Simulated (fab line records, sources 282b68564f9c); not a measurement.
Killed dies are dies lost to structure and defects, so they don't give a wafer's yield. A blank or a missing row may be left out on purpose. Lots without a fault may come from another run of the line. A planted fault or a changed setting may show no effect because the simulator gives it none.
fab line records | flow rit_cmos
record lots=6 wafers=18 last_day=7
route steps=202 shown SPACER@127 NSD@131 PSD@142 SDANNEAL@153 PLDD@159 M1@202
lots that met no fault: from a run of the same line without faults
start_h: hours from the record's first day to the start of the lot's first wafer shown | wait_h: hours since the lot's step before | " the same as in the row above | L1.1+2: a row that stands for several wafers | - no value, or no start given | * or withheld: withheld | < > ~ a bound
route shown NAME@n: a module of which the file shows steps, and the number in the route of the first | usual: mean/standard deviation of fault-free wafers | same: alike in all rows | chamber/n: place in a boat | sites: the reading at each site | _std_site: their standard deviation | _edge_site: outer sites' mean less inner sites' | radius_mm: how far each site lies from the wafer's centre | mask NAME#n: copy n | behind: the tool/chamber that last shaped the wafer | hold: why the lot was held/for how many hours/how that ended | device: the transistor (n, p or np) that didn't switch | end of line: the same wafers' tests at the end of the route | a step without rows: its recipe alone | killed: dies lost to structure and defects at the first sort, not the wafer's yield | map: a wafer's dies, x killed, . not, _ none there
set.NAME: the setting as run; set.NAME@STEP: as run at that earlier step | model.NAME: the simulator's own value behind a step, which no gauge read
lots at some steps of the route; a table a step, a row a wafer
services: from which hour (start_h, from the record's first day; less than 0 if before it) a tool's chamber was out of use, for how many hours, and why
## steps
# step RIT_SPACER_CLEAN_02
# recipe chemistry=SC2 mix=3:3:50 time_s=600 temp_c=75 dry=n2_spin
# step RIT_SPACER_CVD_03
# recipe material=Si3N4 target_thk_nm=250 temp_c=810 precursor=SiH2Cl2/NH3 time_s=3300 pressure_mtorr=300 sih2cl2_flow_sccm=60 nh3_flow_sccm=150
# step RIT_SPACER_THK_MEAS_04
# recipe reads=Si3N4_of_SPACER_CVD_03
# usual SPACER_NITRIDE_THK=251.5/2.1
# columns lot.wafer tool chamber start_h wait_h SPACER_NITRIDE_THK[nm]
L846.1 film_metro-03 - 87.49 0.0 251.4
L846.4 " - " " 252.0
L846.5 " - " " 253.9
L851.1 film_metro-02 - 111.86 0.0 251.5
L851.3 " - " " 252.6
L851.4 " - " " 252.0
L852.2 film_metro-03 - 117.73 0.0 254.9
L852.3 " - " " 256.9
L852.4 " - " " 257.2
L856.1 film_metro-02 - 132.39 0.0 252.0
L856.3 " - " " 251.9
L856.5 " - " " 251.8
L860.4 film_metro-02 - 154.72 0.0 251.0
L860.5 " - " " 252.3
L860.6 " - " " 252.2
L861.1 film_metro-02 - 161.09 0.0 249.2
L861.4 " - " " 251.7
L861.5 " - " " 249.9
# step RIT_SPACER_ETCHBACK_05
# recipe target_depth_a=2500 SF6_flow_sccm=30 CHF3_flow_sccm=30 target=Si3N4 chemistry=SF6/CHF3 pressure_mtorr=40 rf_w=250 time_s=240 stop_on=SiO2
# usual drypump_motor_current_A=5.6/0.52 oes_product_au=0.845/0.016 throttle_valve_pct=10.30/0.14
# columns lot.wafer tool chamber start_h wait_h drypump_motor_current_A oes_product_au rf_hours_counter_h throttle_valve_pct
L846.1 rie_diel-01 2 87.55 0.1 5.7 0.853 6 10.38
L846.4 " 0 " " 6.5 0.839 1 10.33
L846.5 " 2 " " 5.7 0.866 - 10.40
L851.1 rie_diel-04 2 111.92 0.1 5.1 0.866 0 10.36
L851.3 " 0 " " 5.7 0.849 75 10.31
L851.4 " 0 " " 5.7 0.844 - 10.28
L852.2 rie_diel-04 2 117.78 0.0 5.1 0.875 0 10.36
L852.3 " 3 " " 4.7 0.866 106 10.07
L852.4 " 2 " " 5.1 0.878 - 10.37
L856.1 rie_diel-01 1 132.45 0.1 5.7 0.840 67 10.43
L856.3 " 3 " " 5.9 0.826 9 10.31
L856.5 " 3 " " 5.9 0.825 - 10.31
L860.4 rie_diel-04 0 154.75 0.0 5.7 0.836 76 10.30
L860.5 " 1 " " 5.7 0.865 - 10.27
L860.6 " 2 " " 5.1 0.868 - 10.35
L861.1 rie_diel-02 2 161.15 0.1 4.8 0.830 77 10.37
L861.4 " 3 " " 6.2 0.843 16 10.03
L861.5 " 0 " " 6.2 0.864 - 10.47
# step RIT_NSD_HMDS_00
# recipe prime_time_s=60 prime_temp_c=140
# step RIT_NSD_COAT_01
# recipe resist=NOVOLAK spin_rpm=3250 resist_thk_nm=1000
# step RIT_NSD_SOFTBAKE_02
# recipe resist=NOVOLAK temp_c=90 time_s=60
# step RIT_NSD_EXPOSE_03
# recipe mask_id=M9 na=0.57 target_cd_nm=40700 dose_mj=250
# step RIT_NSD_PEB_04
# recipe resist=NOVOLAK temp_c=withheld time_s=withheld
# step RIT_NSD_DEVELOP_05
# recipe resist=NOVOLAK develop_time_s=50 dev_temp_c=23
# step RIT_NSD_OVL_MEAS_06
# usual NSD_OVL=0.0/1.4
# columns lot.wafer tool chamber start_h wait_h NSD_OVL[nm]
L846.1 overlay-02 - 88.67 - -1.1
L846.4 " - " " -0.5
L846.5 " - " " -0.8
L851.1 overlay-02 - 113.04 - 1.3
L851.3 " - " " 2.0
L851.4 " - " " 2.1
L852.2 overlay-02 - 118.78 - -1.3
L852.3 " - " " -0.4
L852.4 " - " " 0.0
L856.1 overlay-01 - 133.45 - -0.9
L856.3 " - " " -1.5
L856.5 " - " " 0.4
L860.4 overlay-01 - 155.77 - 1.2
L860.5 " - " " 0.9
L860.6 " - " " 0.3
L861.1 overlay-01 - 162.25 - 1.4
L861.4 " - " " 1.3
L861.5 " - " " 1.5
# step RIT_NSD_HARDBAKE_07
# recipe resist=NOVOLAK temp_c=140 time_s=60
# step RIT_NSD_IMPLANT_08
# recipe species=P energy_kev=25.27 dose_cm2=1e+15 tilt_deg=7
# usual dose_ions_cm2=9.999e+14/1e+12 faraday_current_uA=3127/64
# columns lot.wafer tool chamber start_h wait_h dose_ions_cm2 faraday_current_uA
L846.1 implanter-03 0 88.86 0.1 9.975e+14 3148
L846.4 " 0 " " 9.979e+14 3110
L846.5 " 0 " " 9.993e+14 3184
L851.1 implanter-03 0 113.23 0.1 9.996e+14 3154
L851.3 " 0 " " 9.999e+14 3196
L851.4 " 0 " " 9.994e+14 3033
L852.2 implanter-04 0 118.99 0.1 1.0008e+15 3142
L852.3 " 0 " " 9.987e+14 3102
L852.4 " 0 " " 9.993e+14 3106
L856.1 implanter-03 0 133.63 0.1 1.0001e+15 3110
L856.3 " 0 " " 1.0004e+15 3152
L856.5 " 0 " " 9.992e+14 3082
L860.4 implanter-04 0 156.01 0.1 5.492e+14 1722
L860.5 " 0 " " 5.508e+14 1779
L860.6 " 0 " " 5.514e+14 1768
L861.1 implanter-04 0 162.55 0.1 5.499e+14 1725
L861.4 " 0 " " 5.498e+14 1662
L861.5 " 0 " " 5.477e+14 1763
# step RIT_NSD_STRIP_09
# recipe chemistry=O2 time_s=180 resist=NOVOLAK platen_temp_c=withheld power_w=500 pressure_mtorr=4000 o2_flow_sccm=4000
# usual drypump_motor_current_A=5.80/0.27 rf_refl_power_W=6.5/1.6
# columns lot.wafer tool chamber start_h wait_h drypump_motor_current_A rf_hours_counter_h rf_refl_power_W
L846.1 plasma_asher-03 1 89.01 0.1 6.19 44 8.9
L846.4 " 1 " " 6.17 - 9.0
L846.5 " 0 " " 5.89 - 5.1
L851.1 plasma_asher-02 0 113.38 0.1 5.80 34 7.3
L851.3 " 0 " " 5.81 - 7.3
L851.4 " 1 " " 5.34 - 5.0
L852.2 plasma_asher-04 0 119.11 0.1 6.00 45 6.6
L852.3 " 0 " " 5.99 - 6.7
L852.4 " 1 " " 5.56 - 6.6
L856.1 plasma_asher-03 0 133.78 0.1 5.84 2 5.3
L856.3 " 1 " " 6.14 - 8.8
L856.5 " 1 " " 6.15 - 8.9
L860.4 plasma_asher-03 0 156.14 0.1 5.91 - 5.2
L860.5 " 1 " " 6.15 - 8.8
L860.6 " 0 " " 5.89 - 5.4
L861.1 plasma_asher-03 0 162.70 0.1 5.87 5 5.0
L861.4 " 0 " " 5.82 - 5.2
L861.5 " 1 " " 6.17 - 8.7
# step RIT_NSD_TW_MEAS_10
# usual NSD_TW=3156/16
# columns lot.wafer tool chamber start_h wait_h NSD_TW
L846.1 film_metro-01 - 89.18 0.1 3145
L846.4 " - " " 3152
L846.5 " - " " 3140
L851.1 film_metro-04 - 113.55 0.1 3142
L851.3 " - " " 3126
L851.4 " - " " 3144
L852.2 film_metro-01 - 119.30 0.1 3157
L852.3 " - " " 3150
L852.4 " - " " 3163
L856.1 film_metro-04 - 133.96 0.1 3148
L856.3 " - " " 3164
L856.5 " - " " 3160
L860.4 film_metro-04 - 156.29 0.1 2715
L860.5 " - " " 2719
L860.6 " - " " 2719
L861.1 film_metro-01 - 162.87 0.1 2763
L861.4 " - " " 2731
L861.5 " - " " 2754
# step RIT_PSD_HMDS_00
# recipe prime_time_s=60 prime_temp_c=140
# step RIT_PSD_COAT_01
# recipe resist=NOVOLAK spin_rpm=3250 resist_thk_nm=1000
# step RIT_PSD_SOFTBAKE_02
# recipe resist=NOVOLAK temp_c=90 time_s=60
# step RIT_PSD_EXPOSE_03
# recipe mask_id=M10 na=0.57 target_cd_nm=40900 dose_mj=250
# step RIT_PSD_PEB_04
# recipe resist=NOVOLAK temp_c=withheld time_s=withheld
# step RIT_PSD_DEVELOP_05
# recipe resist=NOVOLAK develop_time_s=50 dev_temp_c=23
# step RIT_PSD_OVL_MEAS_06
# usual PSD_OVL=0.8/1.3
# columns lot.wafer tool chamber start_h wait_h PSD_OVL[nm]
L846.1 overlay-01 - 90.42 - 0.4
L846.4 " - " " 1.1
L846.5 " - " " 0.9
L851.1 overlay-02 - 114.62 - -0.4
L851.3 " - " " 0.8
L851.4 " - " " -0.7
L852.2 overlay-02 - 120.20 - 2.1
L852.3 " - " " 2.6
L852.4 " - " " 2.2
L856.1 overlay-01 - 134.99 - 1.6
L856.3 " - " " 1.6
L856.5 " - " " 1.5
L860.4 overlay-01 - 157.19 - 2.2
L860.5 " - " " 2.1
L860.6 " - " " 1.4
L861.1 overlay-01 - 163.91 - 0.3
L861.4 " - " " 1.1
L861.5 " - " " 0.8
# step RIT_PSD_HARDBAKE_07
# recipe resist=NOVOLAK temp_c=140 time_s=60
# step RIT_PSD_IMPLANT_08
# recipe species=BF2 energy_kev=27 dose_cm2=5.072e+15 tilt_deg=7
# step RIT_PSD_STRIP_09
# recipe chemistry=O2 time_s=180 resist=NOVOLAK platen_temp_c=withheld power_w=500 pressure_mtorr=4000 o2_flow_sccm=4000
# usual drypump_motor_current_A=5.7/0.35 rf_refl_power_W=5.9/1.5
# columns lot.wafer tool chamber start_h wait_h drypump_motor_current_A rf_hours_counter_h rf_refl_power_W
L846.1 plasma_asher-01 0 90.76 0.1 5.2 45 4.9
L846.4 " 1 " " 6.0 - 5.9
L846.5 " 0 " " 5.2 - 4.8
L851.1 plasma_asher-01 0 114.96 0.1 5.2 48 4.7
L851.3 " 0 " " 5.2 - 4.3
L851.4 " 1 " " 6.0 - 5.8
L852.2 plasma_asher-02 0 120.53 0.1 5.8 35 7.3
L852.3 " 1 " " 5.4 - 4.7
L852.4 " 0 " " 5.8 - 7.2
L856.1 plasma_asher-01 1 135.33 0.1 6.0 51 5.5
L856.3 " 1 " " 6.0 - 5.4
L856.5 " 0 " " 5.2 - 4.5
L860.4 plasma_asher-02 1 157.57 0.1 5.4 - 4.7
L860.5 " 1 " " 5.4 - 4.8
L860.6 " 0 " " 5.8 - 7.4
L861.1 plasma_asher-03 1 164.40 0.1 6.1 5 8.8
L861.4 " 0 " " 5.9 - 5.2
L861.5 " 1 " " 6.1 - 8.7
# step RIT_PSD_TW_MEAS_10
# usual PSD_TW=3458/19
# columns lot.wafer tool chamber start_h wait_h PSD_TW
L846.1 film_metro-01 - 90.93 0.1 3440
L846.4 " - " " 3453
L846.5 " - " " 3448
L851.1 film_metro-01 - 115.13 0.1 3440
L851.3 " - " " 3431
L851.4 " - " " 3432
L852.2 film_metro-04 - 120.72 0.1 3459
L852.3 " - " " 3470
L852.4 " - " " 3461
L856.1 film_metro-02 - 135.50 0.1 3457
L856.3 " - " " 3447
L856.5 " - " " 3468
L860.4 film_metro-04 - 157.71 0.1 3422
L860.5 " - " " 3441
L860.6 " - " " 3449
L861.1 film_metro-01 - 164.57 0.1 3455
L861.4 " - " " 3450
L861.5 " - " " 3487
# step RIT_SDANNEAL_CLEAN_00
# recipe chemistry=SC1 mix=3:3:50 time_s=600 temp_c=75
# step RIT_SDANNEAL_CLEAN_01
# recipe chemistry=dHF dilution=50:1 time_s=30
# step RIT_SDANNEAL_CLEAN_02
# recipe chemistry=SC2 mix=3:3:50 time_s=600 temp_c=75 dry=n2_spin
# step RIT_SDANNEAL_RTA_03
# recipe temp_c=1050 time_s=5 idle_temp_c=600 ramp_up_c_per_s=342 ramp_down_c_per_s=171 cool_to_c=600 ambient=N2
# usual wafer_temp_C_max=1053.3/1.1
# columns lot.wafer tool chamber start_h wait_h wafer_temp_C_max
L846.1 rtp_anneal-02 0 91.36 0.0 1053.1
L846.4 " 0 " " 1054.1
L846.5 " 0 " " 1053.9
L851.1 rtp_anneal-01 0 115.58 0.0 1057.3
L851.3 " 0 " " 1053.4
L851.4 " 0 " " 1052.9
L852.2 rtp_anneal-02 0 121.18 0.0 1054.6
L852.3 " 0 " " 1053.6
L852.4 " 0 " " 1054.1
L856.1 rtp_anneal-02 0 135.93 0.0 1053.5
L856.3 " 0 " " 1054.4
L856.5 " 0 " " 1051.4
L860.4 rtp_anneal-02 0 158.49 0.0 1052.9
L860.5 " 0 " " 1055.0
L860.6 " 0 " " 1053.6
L861.1 rtp_anneal-01 0 165.22 0.0 1054.1
L861.4 " 0 " " 1052.6
L861.5 " 0 " " 1052.9
# step RIT_SDANNEAL_RS_MEAS_04
# recipe thk_meas_gauge=four-point-probe
# usual PSD_RS=115.8/0.34
# columns lot.wafer tool chamber start_h wait_h PSD_RS[ohm/sq]
L846.1 film_metro-04 - 91.42 0.0 115.8
L846.4 " - " " 116.0
L846.5 " - " " 116.0
L851.1 film_metro-01 - 115.63 0.0 115.4
L851.3 " - " " 115.8
L851.4 " - " " 115.8
L852.2 film_metro-04 - 121.25 0.1 115.9
L852.3 " - " " 116.0
L852.4 " - " " 115.7
L856.1 film_metro-04 - 135.99 0.0 116.1
L856.3 " - " " 116.4
L856.5 " - " " 116.4
L860.4 film_metro-02 - 158.58 0.1 115.8
L860.5 " - " " 115.6
L860.6 " - " " 115.8
L861.1 film_metro-04 - 165.28 0.0 115.8
L861.4 " - " " 116.4
L861.5 " - " " 116.1
# step RIT_SDANNEAL_RS_MEAS_05
# recipe thk_meas_gauge=four-point-probe
# usual NSD_RS=84.4/0.34
# columns lot.wafer tool chamber start_h wait_h NSD_RS[ohm/sq]
L846.1 film_metro-04 - 91.54 0.1 84.2
L846.4 " - " " 84.2
L846.5 " - " " 84.0
L851.1 film_metro-01 - 115.75 0.1 84.4
L851.3 " - " " 84.5
L851.4 " - " " 84.6
L852.2 film_metro-04 - 121.37 0.1 84.4
L852.3 " - " " 84.5
L852.4 " - " " 84.4
L856.1 film_metro-04 - 136.11 0.1 84.2
L856.3 " - " " 84.2
L856.5 " - " " 84.3
L860.4 film_metro-02 - 158.70 0.1 137.1
L860.5 " - " " 137.7
L860.6 " - " " 137.0
L861.1 film_metro-04 - 165.40 0.1 134.9
L861.4 " - " " 135.1
L861.5 " - " " 135.7
# step RIT_SDANNEAL_RS_MEAS_06
# recipe thk_meas_gauge=four-point-probe
# usual PLDD_RS=178.6/0.41
# columns lot.wafer tool chamber start_h wait_h PLDD_RS[ohm/sq]
L846.1 film_metro-04 - 91.66 0.1 178.9
L846.4 " - " " 179.2
L846.5 " - " " 179.4
L851.1 film_metro-01 - 115.87 0.1 178.5
L851.3 " - " " 178.7
L851.4 " - " " 178.6
L852.2 film_metro-04 - 121.49 0.1 178.8
L852.3 " - " " 179.9
L852.4 " - " " 178.5
L856.1 film_metro-04 - 136.23 0.1 178.9
L856.3 " - " " 179.1
L856.5 " - " " 179.3
L860.4 film_metro-02 - 158.82 0.1 178.5
L860.5 " - " " 178.2
L860.6 " - " " 178.3
L861.1 film_metro-04 - 165.52 0.1 178.7
L861.4 " - " " 178.4
L861.5 " - " " 179.0
# step RIT_M1_PROBE_99
# usual killed_at_M0_to_M3=0.0/0.12 killed_at_front_end=7/3.2 killed_dies=8/3.2 killed_open=3.7/2.1 killed_short=3.8/2.2
# same gross_dies=264 killed_at_M4_up=0 killed_at_back_side=0 killed_at_contacts=0 killed_at_other=0
# columns lot.wafer tool chamber start_h wait_h killed_at_M0_to_M3 killed_at_front_end killed_dies killed_open killed_short model.etest.nmos_0p3.r_on_ohm_um model.etest.nmos_0p15.r_on_ohm_um model.etest.contact_nplus.end_ohm_um model.etest.nmos_0p15.drive_ua_um model.etest.nmos_narrow.drive_ua_um model.etest.nmos_0p3.drive_ua_um model.etest.nmos_turned.drive_ua_um model.etest.nmos_0p15.junction_log10_a_um
L846.1 prober-02 - 98.69 0.1 0 6 6 1 5 2155 1161 42.5 468.2 233.9 229.7 326 -13.54
L846.4 prober-02 - 98.84 0.2 0 3 3 2 1 2097 1122 40.45 475.1 238.9 234.3 330.6 -13.77
L846.5 prober-02 - 98.89 0.2 0 8 8 4 4 2128 1132 40.38 485.1 240.2 232.8 328.1 -13.64
L851.1 prober-01 - 123.01 0.1 0 12 12 5 7 2091 1059 42.05 490 232.3 228.8 344.4 -13.59
L851.3 prober-01 - 123.11 0.2 0 5 5 2 3 2127 1074 42.51 482.6 231.3 223.7 334.8 -13.52
L851.4 prober-01 - 123.16 0.2 0 4 4 2 2 2134 1073 41.77 480.2 228.6 221.9 336.1 -13.38
L852.2 prober-02 - 129.10 0.1 0 9 9 4 5 2267 1172 41.04 432.5 209 205.5 312.8 -13.52
L852.3 prober-02 - 129.15 0.2 1 6 7 2 5 2295 1197 40.17 421.1 205.6 201.6 296.6 -13.71
L852.4 prober-02 - 129.20 0.2 0 6 6 2 4 2241 1153 39.3 434.8 208.8 206.9 304.5 -13.78
L856.1 prober-02 - 143.71 0.1 0 8 8 4 4 2181 1167 42.48 461.2 225.2 225.8 317.2 -13.57
L856.3 prober-02 - 143.81 0.2 0 6 6 3 3 2200 1158 40.85 457.5 220.9 223.1 302.1 -13.52
L856.5 prober-02 - 143.91 0.2 0 8 8 4 4 2178 1146 41.12 457.3 218.6 224.1 310.5 -13.59
L860.4 prober-02 - 166.16 0.2 0 6 6 4 2 2458 1259 104.3 432.7 192.7 193.1 316.4 -13.05
L860.5 prober-02 - 166.21 0.2 0 10 10 5 5 2443 1266 105.9 433.3 191.3 193 315.3 -12.9
L860.6 prober-02 - 166.26 0.2 0 8 8 6 2 2441 1288 105.4 440.5 197.8 198.6 321.9 -12.96
L861.1 prober-01 - 172.68 0.1 0 10 10 4 6 2490 1332 104.7 413 193.8 190.6 294.1 -12.89
L861.4 prober-01 - 172.83 0.2 0 8 8 6 2 2511 1352 100 399.1 187 187.3 294.3 -13.15
L861.5 prober-01 - 172.88 0.2 0 9 9 8 1 2503 1354 103.8 404 186.8 187.5 293.3 -12.86
# killed by level:class
L846.1 GATE:geometric_particle:short=3 FOX1:geometric_particle:short=1 GATE:geometric_particle:open=1 SPACER:geometric_particle:short=1
L846.4 FOX2:geometric_particle:open=1 GATE:geometric_particle:short=1 SPACER:geometric_particle:open=1
L846.5 SPACER:geometric_particle:open=3 SILICIDE:geometric_particle:short=3 SPACER:geometric_particle:short=1 SILICIDE:geometric_particle:open=1
L851.1 GATE:geometric_particle:open=3 REOX:geometric_particle:short=3 GATE:geometric_particle:short=2 FOX1:geometric_particle:short=1 FOX1:geometric_particle:open=1 FOX2:geometric_particle:open=1 SPACER:geometric_particle:short=1
L851.3 FOX1:geometric_particle:short=1 GATE:geometric_particle:open=1 REOX:geometric_particle:short=1 SILICIDE:geometric_particle:open=1 SILICIDE:geometric_particle:short=1
L851.4 FOX2:geometric_particle:short=1 FOX2:geometric_particle:open=1 GATE:geometric_particle:short=1 REOX:geometric_particle:open=1
L852.2 FOX1:geometric_particle:short=2 GATE:geometric_particle:open=2 GATE:geometric_particle:short=1 REOX:geometric_particle:open=1 SPACER:geometric_particle:short=1 SPACER:geometric_particle:open=1 SILICIDE:geometric_particle:short=1
L852.3 GATE:geometric_particle:short=3 REOX:geometric_particle:open=2 REOX:geometric_particle:short=1 M1:geometric_particle:short=1
L852.4 GATE:geometric_particle:short=3 GATE:geometric_particle:open=1 REOX:geometric_particle:open=1 REOX:geometric_particle:short=1
L856.1 GATE:geometric_particle:open=3 GATE:geometric_particle:short=2 FOX1:geometric_particle:short=1 FOX2:geometric_particle:open=1 SPACER:geometric_particle:short=1
L856.3 GATE:geometric_particle:short=2 FOX2:geometric_particle:open=1 FOX2:geometric_particle:short=1 GATE:geometric_particle:open=1 SILICIDE:geometric_particle:open=1
L856.5 GATE:geometric_particle:open=2 GATE:geometric_particle:short=2 SILICIDE:geometric_particle:open=2 REOX:geometric_particle:short=1 SILICIDE:geometric_particle:short=1
L860.4 FOX2:geometric_particle:open=2 GATE:geometric_particle:short=2 GATE:geometric_particle:open=1 SPACER:geometric_particle:open=1
L860.5 GATE:geometric_particle:short=2 GATE:geometric_particle:open=2 REOX:geometric_particle:short=2 FOX1:geometric_particle:short=1 FOX1:geometric_particle:open=1 REOX:geometric_particle:open=1 SILICIDE:geometric_particle:open=1
L860.6 GATE:geometric_particle:open=4 FOX2:geometric_particle:short=1 FOX2:geometric_particle:open=1 GATE:geometric_particle:short=1 SPACER:geometric_particle:open=1
L861.1 GATE:geometric_particle:open=3 SPACER:geometric_particle:short=3 FOX2:geometric_particle:short=1 GATE:geometric_particle:short=1 SPACER:geometric_particle:open=1 SILICIDE:geometric_particle:short=1
L861.4 FOX2:geometric_particle:open=2 GATE:geometric_particle:short=2 REOX:geometric_particle:open=2 FOX1:geometric_particle:open=1 SPACER:geometric_particle:open=1
L861.5 GATE:geometric_particle:open=4 SILICIDE:geometric_particle:open=2 FOX1:geometric_particle:open=1 GATE:geometric_particle:short=1 SPACER:geometric_particle:open=1
## services
# columns tool chamber start_h hours kind
rie_diel-04 2 65.20 3.4 repair
plasma_asher-04 - 89.88 0.5 repair
rie_diel-04 2 94.52 - clean
rie_diel-04 2 94.52 12.9 scheduled_down
rie_diel-04 2 94.52 12.9 vent_cycle
rie_diel-04 1 107.41 - clean
rie_diel-04 1 107.41 27.2 scheduled_down
rie_diel-04 1 107.41 27.2 vent_cycle
implanter-04 - 107.93 3.1 repair
plasma_asher-03 - 108.75 9.0 pm
plasma_asher-03 0 108.75 9.0 vent_cycle
plasma_asher-03 1 108.75 9.0 vent_cycle
rie_diel-01 0 112.22 31.6 repair
plasma_asher-03 0 117.75 - clean
plasma_asher-03 1 117.75 - clean
rie_diel-04 0 123.51 8.8 repair
rie_diel-01 - 129.58 0.1 repair
implanter-04 - 130.88 5.3 pm
plasma_asher-02 - 132.94 4.4 repair
implanter-04 - 146.30 0.8 repair
rie_diel-01 0 163.25 3.3 repair
## key
first_sign step=RIT_NSD_IMPLANT_08 reading=dose_ions_cm2 direction=down sigmas=99+ usual=9.999e+14 struck=5.498e+14
effect step=RIT_NSD_IMPLANT_08 reading=faraday_current_uA direction=down sigmas=22 usual=3127 struck=1737
effect step=RIT_NSD_TW_MEAS_10 reading=NSD_TW direction=down sigmas=26 usual=3156 struck=2734
effect step=RIT_SDANNEAL_RS_MEAS_05 reading=NSD_RS direction=up sigmas=99+ usual=84.4 struck=136.2
model_effect step=RIT_M1_PROBE_99 value=etest.nmos_0p3.r_on_ohm_um without=2150 struck=2474
met_at RIT_NSD_IMPLANT_08
struck_wafers L860.4,L860.5,L860.6,L861.1,L861.4,L861.5
tester_left_out L860,L861
onset_between 118.99 156.01
fault kind=process_parameter_drift tool=implanter-04 chamber=- onset_h=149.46 steps=RIT_NSD_IMPLANT_08 channel=dose_cm2 offset=-4.5e+14 shape=step end_h=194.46 acts_in=these_recipes_only stated=1e+15
# tester_left_out: of these lots the tester's yield and bins aren't shown, on N5 and GAA mostly nor the transistor test; their killed dies are dies lost to structure and defects alone, not to doping, threshold or leakage, so they don't give the yield
